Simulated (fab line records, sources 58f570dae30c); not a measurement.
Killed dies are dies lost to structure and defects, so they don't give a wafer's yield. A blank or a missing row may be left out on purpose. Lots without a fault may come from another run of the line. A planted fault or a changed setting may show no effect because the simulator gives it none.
Which tool did it? | flow berkeley_cmos170 | 14 lots, 42 wafers sampled, at 3 steps of a route of 331

WHAT THE GAUGES READ, wafer by wafer
UCB170_NVT_OVL_MEAS_06.
lot  | measured     | on         | NVT_OVL (nm)
L777 | day 5 21:08  | overlay-01 | 5 5 4
L776 | day 5 21:38  | overlay-01 | 2 1 -3
L778 | day 6 09:08  | overlay-01 | 4 1 5
L779 | day 6 13:40  | overlay-02 | 2 -2 -1
L781 | day 6 21:02  | overlay-02 | 7 8 6
L786 | day 7 21:23  | overlay-01 | 5 6 1
L784 | day 7 21:51  | overlay-02 | 8 7 11
L783 | day 7 21:56  | overlay-01 | -4 -15 -1
L785 | day 7 22:28  | overlay-02 | -2 -1 -4
L789 | day 8 04:49  | overlay-01 | -3 0 6
L791 | day 8 14:38  | overlay-01 | 10 3 0
L794 | day 9 04:41  | overlay-01 | 13 9 17
L793 | day 9 05:15  | overlay-01 | 1 1 -5
L797 | day 10 01:35 | overlay-02 | 1 3 11

UCB170_NVT_TW_MEAS_09.
lot  | measured     | on            | NVT_TW
L777 | day 5 21:25  | film_metro-03 | 517 516 517
L776 | day 5 21:55  | film_metro-04 | 523 524 525
L778 | day 6 09:26  | film_metro-03 | 517 516 517
L779 | day 6 13:57  | film_metro-04 | 526 527 523
L781 | day 6 21:19  | film_metro-04 | 525 523 529
L786 | day 7 21:40  | film_metro-01 | 525 521 523
L784 | day 7 22:08  | film_metro-03 | 521 520 520
L783 | day 7 22:13  | film_metro-03 | 521 519 521
L785 | day 7 22:44  | film_metro-01 | 540 540 542
L789 | day 8 05:11  | film_metro-04 | 542 542 542
L791 | day 8 14:56  | film_metro-04 | 522 525 522
L794 | day 9 04:58  | film_metro-04 | 524 524 523
L793 | day 9 05:32  | film_metro-03 | 517 516 521
L797 | day 10 01:52 | film_metro-01 | 520 521 525

WHICH TOOL RAN EACH LOT (tool, then ch and the chambers of the sampled wafers, then the start)
lot  | UCB170_NVT_IMPLANT_07
L777 | implanter-03 ch 0, day 5 21:10
L776 | implanter-02 ch 0, day 5 21:41
L778 | implanter-02 ch 0, day 6 09:11
L779 | implanter-02 ch 0, day 6 13:42
L781 | implanter-02 ch 0, day 6 21:06
L786 | implanter-02 ch 0, day 7 21:25
L784 | implanter-02 ch 0, day 7 21:54
L783 | implanter-03 ch 0, day 7 21:58
L785 | implanter-02 ch 0, day 7 22:29
L789 | implanter-02 ch 0, day 8 04:53
L791 | implanter-01 ch 0, day 8 14:41
L794 | implanter-01 ch 0, day 9 04:43
L793 | implanter-03 ch 0, day 9 05:17
L797 | implanter-01 ch 0, day 10 01:37
- UCB170_NVT_IMPLANT_07

WHAT THE TOOLS THEMSELVES READ (means of the sampled wafers that have a number; where no wafer has one, the mark that the record gives instead)
UCB170_NVT_IMPLANT_07.
lot  | tool         | dose_ions_cm2 | end_station_pressure_torr (Torr) | faraday_current_uA
L777 | implanter-03 | 3.0021e+12    | 5e-06                            | 9.53
L776 | implanter-02 | 3.0012e+12    | 5e-06                            | 9.60
L778 | implanter-02 | 3.0003e+12    | 5e-06                            | 9.40
L779 | implanter-02 | 3.0010e+12    | 5e-06                            | 9.61
L781 | implanter-02 | 3.0017e+12    | 5e-06                            | 9.56
L786 | implanter-02 | 3.0010e+12    | 5e-06                            | 9.35
L784 | implanter-02 | 2.9956e+12    | 5e-06                            | 9.65
L783 | implanter-03 | 3.0011e+12    | 5e-06                            | 9.46
L785 | implanter-02 | 3.3299e+12    | 5e-06                            | 10.42
L789 | implanter-02 | 3.3229e+12    | 5e-06                            | 10.52
L791 | implanter-01 | 3.0006e+12    | 5e-06                            | 9.68
L794 | implanter-01 | 2.9989e+12    | 5e-06                            | 9.46
L793 | implanter-03 | 3.0021e+12    | 5e-06                            | 9.39
L797 | implanter-01 | 3.0026e+12    | 5e-06                            | 9.51

THE ANSWER, worked out from the rows above alone
Rule: what is usual is taken from the lots themselves. Put in order of their means at a reading, lots are off if they are a third of the lots or fewer, leave a main group of 4 or more, and stand apart from it by a gap of 3 or more times the standard deviation of the main group's means; of several such gaps the widest counts. A main group whose means are all the same, to the digits that the tables above print for the reading, isn't used. A lot without any number at a reading at which 4 lots or more have one is off too. The other lots that the step has rows for count as sound. The gauges are gone through in route order, then the tools' own readings, and for those a lot's mean is taken as printed above. The first step at which some lot is off is used, and at that step the reading that is off furthest; a lot without a number counts as furthest.
Off: L785, L789, at UCB170_NVT_TW_MEAS_09 (NVT_TW). The main group: mean 522, standard deviation 3.
A tool fits if, at a process step before that reading, it ran every lot that is off, and no sound lot after the first of them. The gauges at UCB170_NVT_TW_MEAS_09 aren't tried: what is off there is off at UCB170_NVT_IMPLANT_07 too, on other tools, and a gauge's error can't cause that. One fits: implanter-02 at UCB170_NVT_IMPLANT_07. Its last sound lot is L784 (day 7 21:54), its first lot that is off L785 (day 7 22:29): a fault that began between those two fits.
The tool's own readings at UCB170_NVT_IMPLANT_07 bear it out: on the lots that are off they differ by more than 5 times the standard deviation of the sound lots' means. dose_ions_cm2 reads 3.3264e+12 there against 3.0007e+12 on the sound lots; faraday_current_uA reads 10.47 there against 9.52 on the sound lots.

WHAT THE SIMULATOR HAD PUT IN
Process parameter drift: implanter-02, from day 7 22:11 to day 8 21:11, at UCB170_NVT_IMPLANT_07. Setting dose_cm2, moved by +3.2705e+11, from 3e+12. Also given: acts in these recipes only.
Lots struck among those shown: L785, L789. The rule above found the same.
